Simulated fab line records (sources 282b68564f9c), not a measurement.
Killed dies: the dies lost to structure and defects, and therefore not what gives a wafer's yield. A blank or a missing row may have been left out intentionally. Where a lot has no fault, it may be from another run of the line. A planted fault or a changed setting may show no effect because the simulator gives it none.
Chamber matching + flow rit-cmos + RIT_GATE_ETCH_19 on rie-si-02 has 4 sister chambers
The step etches poly-Si in SF6/CHF3/O2, stops on SiO2, time 165 s, target depth 312.5 nm. 15 wafers are shown with their chamber, then 7 later ones without.

== WAFERS PAIRED WITH THEIR CHAMBERS ==
| wafer  | chamber | throttle-valve-pct (%) | drypump-motor-current-A (A) | oes-product-au (a.u.) |
|--------|---------|------------------------|-----------------------------|-----------------------|
| L161.1 | 0       | 10.38                  | 5.9                         | 0.850                 |
| L161.4 | 1       | 10.03                  | 5.5                         | 0.830                 |
| L161.5 | 1       | 10.02                  | 5.5                         | 0.839                 |
| L163.1 | 2       | 10.35                  | 5.6                         | 0.858                 |
| L163.4 | 1       | 10.02                  | 5.5                         | 0.839                 |
| L163.6 | 3       | 10.24                  | 5.3                         | 0.858                 |
| L165.2 | 2       | 10.37                  | 5.6                         | 0.858                 |
| L165.4 | 1       | 10.00                  | 5.5                         | 0.831                 |
| L165.6 | 1       | 10.03                  | 5.6                         | 0.838                 |
| L167.3 | 3       | 10.25                  | 5.3                         | 0.856                 |
| L167.4 | 1       | 10.00                  | 5.5                         | 0.820                 |
| L167.6 | 0       | 10.38                  | 5.8                         | 0.859                 |
| L171.1 | 1       | 10.03                  | 5.6                         | 0.826                 |
| L171.4 | 0       | 10.40                  | 5.8                         | 0.853                 |
| L171.5 | 0       | 10.37                  | 5.8                         | 0.844                 |

SIGNATURES (means of the wafers above)
| reading                 | chamber 0 | chamber 1 | chamber 2 | chamber 3 | scatter within a chamber |
|-------------------------|-----------|-----------|-----------|-----------|--------------------------|
| throttle-valve-pct      | 10.3825   | 10.0186   | 10.3600   | 10.2450   | 0.0128                   |
| drypump-motor-current-A | 5.825     | 5.529     | 5.600     | 5.300     | 0.0445                   |
| oes-product-au          | 0.85150   | 0.83186   | 0.85800   | 0.85700   | 0.00631                  |
Rule: for each reading, subtract the chamber's mean from the wafer's reading, divide by that reading's scatter and square the result; add these up over the readings and take the root, which gives the wafer's distance from the chamber. The wafer belongs to the nearest chamber; if the next one is less than 2 further off, it can't be placed. The scatter: the root of (the sum of the squares of (reading less its chamber's mean) over the shown wafers, divided by (wafers less chambers)).

== WAFERS WITH NO CHAMBER GIVEN ==
| wafer  | throttle-valve-pct (%) | drypump-motor-current-A (A) | oes-product-au (a.u.) |
|--------|------------------------|-----------------------------|-----------------------|
| L173.3 | 10.01                  | 5.6                         | 0.812                 |
| L173.5 | 10.01                  | 5.6                         | 0.818                 |
| L173.6 | 10.37                  | 5.9                         | 0.833                 |
| L177.1 | 10.24                  | 5.3                         | 0.845                 |
| L177.2 | 10.39                  | 5.8                         | 0.851                 |
| L177.3 | 10.01                  | 5.6                         | 0.829                 |
| L181.3 | 10.36                  | 5.6                         | 0.838                 |

== EACH ONE'S CHAMBER ==
| wafer  | from the rows above | in truth |
|--------|---------------------|----------|
| L173.3 | 1                   | 1        |
| L173.5 | 1                   | 1        |
| L173.6 | 0                   | 0        |
| L177.1 | 3                   | 3        |
| L177.2 | 0                   | 0        |
| L177.3 | 1                   | 1        |
| L181.3 | 2                   | 2        |
7 of 7 placed correctly. Number that these rows cannot place: 0. 0 placed wrongly.
